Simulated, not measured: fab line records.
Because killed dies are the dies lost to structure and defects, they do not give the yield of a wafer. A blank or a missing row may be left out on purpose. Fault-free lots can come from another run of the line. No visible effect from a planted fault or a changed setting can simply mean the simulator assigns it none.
One fault through the eyes of 2 desks ; flow rit-cmos ; only its own numbers are on each desk; what lay behind them is given at the end

== FROM THE METROLOGY DESK ==
What the gauges read for every lot (on any tool): the sampled wafers with a number, averaged. If a lot's mean is further than 4 standard deviations from the usual mean, the lot is out of limits and carries the mark OUT (the distance appears in the brackets).
Columns: A = NRETRO_OVL at RIT_NRETRO_OVL_MEAS_06, usual 0.3 nm; B = SILICIDE_TI_RS at RIT_SILICIDE_RS_MEAS_02, usual 47.9 ohm/sq; C = SILICIDE_TI_THK at RIT_SILICIDE_THK_MEAS_03, usual 30.3 nm
lot;first seen here;A;B;C
L148;day 2 05:51;1.5;48.3;30.0
L149;day 2 10:52;0.3;47.6;30.4
L151;day 2 23:52;0.5;48.6;30.0
L152;day 3 03:34;1.1;47.2;30.8
L154;day 3 12:02;-0.7;48.6;30.1
L155;day 3 22:08;1.4;47.1;30.8
L158;day 4 09:34;-2.2;48.8;29.8
L159;day 4 13:38;1.1;47.4;30.3
L160;day 4 18:37;-0.5;47.6;30.2
L161;day 4 23:17;2.7;44.0 (-6.1) OUT;32.2 (+5.9) OUT
L162;day 5 04:26;-0.5;47.3;30.4
L163;day 5 09:21;-0.6;45.9;31.4
L164;day 5 15:17;-0.2;48.2;30.0
L170;day 6 20:02;-0.7;47.2;30.5
This desk finds L161 out of limits, with the earliest case on L161 at day 5 23:33 (SILICIDE_TI_RS at RIT_SILICIDE_RS_MEAS_02). L148, L149, L151, L152, L154, L155, L158, L159, L160, L162, L163, L164, L170: within limits.

== THE TOOL OWNER'S DESK: pvd-sputter-01 ==
The tool's own readings at RIT_SILICIDE_SPUTTER_01 (material Ti, target thk 30 nm, time 240 s): means of the sampled wafers that have a number, for each lot that ran on this tool. If a lot's mean is further than 4 standard deviations from the usual mean, the lot is out of limits and carries the mark OUT (the distance appears in the brackets).
Columns: A = throttle-valve-pct at RIT_SILICIDE_SPUTTER_01, usual 29.8 %
lot;first seen here;A
L148;day 3 03:58;30.5
L152;day 4 06:19;30.1
L154;day 4 10:23;30.1
L158;day 5 11:17;30.3
L160;day 5 18:10;30.1
L161;day 5 23:24;30.4
L163;day 6 06:19;30.5
Result from this desk: across the 7 lots, nothing is out of limits.

== BROUGHT TOGETHER ==
On L161, the metrology desk was in a position to raise an alarm at day 5 23:33.
The desk of the tool owner found nothing out of limits.
On record at the tool owner's desk: L161, within its limits.
RIT_SILICIDE_SPUTTER_01 was run on pvd-sputter-01 by each of the lots named.

== WHAT THE SIMULATOR HAD INSERTED ==
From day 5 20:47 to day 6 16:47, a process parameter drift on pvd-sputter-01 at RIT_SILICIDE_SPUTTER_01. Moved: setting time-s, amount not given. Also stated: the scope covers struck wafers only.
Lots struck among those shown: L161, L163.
Delay in hours, fault start to first out-of-limits reading, per desk: metrology desk 3.
